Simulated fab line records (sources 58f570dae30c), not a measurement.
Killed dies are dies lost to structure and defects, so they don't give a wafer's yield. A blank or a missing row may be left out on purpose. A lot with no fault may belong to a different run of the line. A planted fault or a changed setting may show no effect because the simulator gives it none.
The tool behind it: which one?    flow berkeleyCmos170    7 lots with 21 wafers sampled at 3 steps, on a route of 331 steps

## WHAT THE GAUGES READ, wafer by wafer
UCB170_NWELL_TW_MEAS_16.
lot   measured     on            NWELL_TW
L579  day 3 00:37  filmMetro-03  1244 1242 1247
L581  day 3 11:49  filmMetro-03  1250 1242 1252
L584  day 4 01:23  filmMetro-04  1261 1263 1263
L590  day 5 09:10  filmMetro-03  1251 1245 1260
L593  day 5 19:28  filmMetro-04  1262 1262 1257
L596  day 6 11:58  filmMetro-04  1253 1258 1262
L599  day 6 23:53  filmMetro-04  1261 1262 1259

## TOOL THAT RAN EACH LOT (tool first, then ch and the chambers of the sampled wafers, then the start)
lot   UCB170_NWELL_ETCH_13              UCB170_NWELL_IMPLANT_14
L579  rieDiel-04 ch 2,3, day 3 00:15    implanter-04 ch 0, day 3 00:23
L581  rieDiel-01 ch 2,3, day 3 11:27    implanter-01 ch 0, day 3 11:34
L584  rieDiel-01 ch 1,2,3, day 4 01:02  implanter-01 ch 0, day 4 01:10
L590  rieDiel-01 ch 0,3, day 5 08:47    implanter-03 ch 0, day 5 08:56
L593  rieDiel-02 ch 1,2, day 5 19:05    implanter-04 ch 0, day 5 19:14
L596  rieDiel-02 ch 2,3, day 6 11:35    implanter-03 ch 0, day 6 11:46
L599  rieDiel-02 ch 0,1,2, day 6 23:32  implanter-04 ch 0, day 6 23:38
- UCB170_NWELL_ETCH_13: etches Si3N4 in CH3F/Ar/O2, stops on SiO2, target depth 246.4 nm, time 154 s.
- UCB170_NWELL_IMPLANT_14

## THE ANSWER, worked out from the rows above alone
Rule: usual is defined by the lots themselves. Put in order of their means at a reading, lots are off if they are a third of the lots or fewer, leave a main group of 4 or more, and stand apart from it by a gap of 3 or more times the standard deviation of the main group's means; of several such gaps the widest counts. The tables above print the reading to a certain number of digits; a main group whose means all agree to those digits is not used. A lot without any number at a reading at which 4 lots or more have one is off too. All remaining lots with rows at the step are treated as sound.
Nothing can be told from this: no lot is off at any reading shown.

## WHAT WAS PUT IN BY THE SIMULATOR
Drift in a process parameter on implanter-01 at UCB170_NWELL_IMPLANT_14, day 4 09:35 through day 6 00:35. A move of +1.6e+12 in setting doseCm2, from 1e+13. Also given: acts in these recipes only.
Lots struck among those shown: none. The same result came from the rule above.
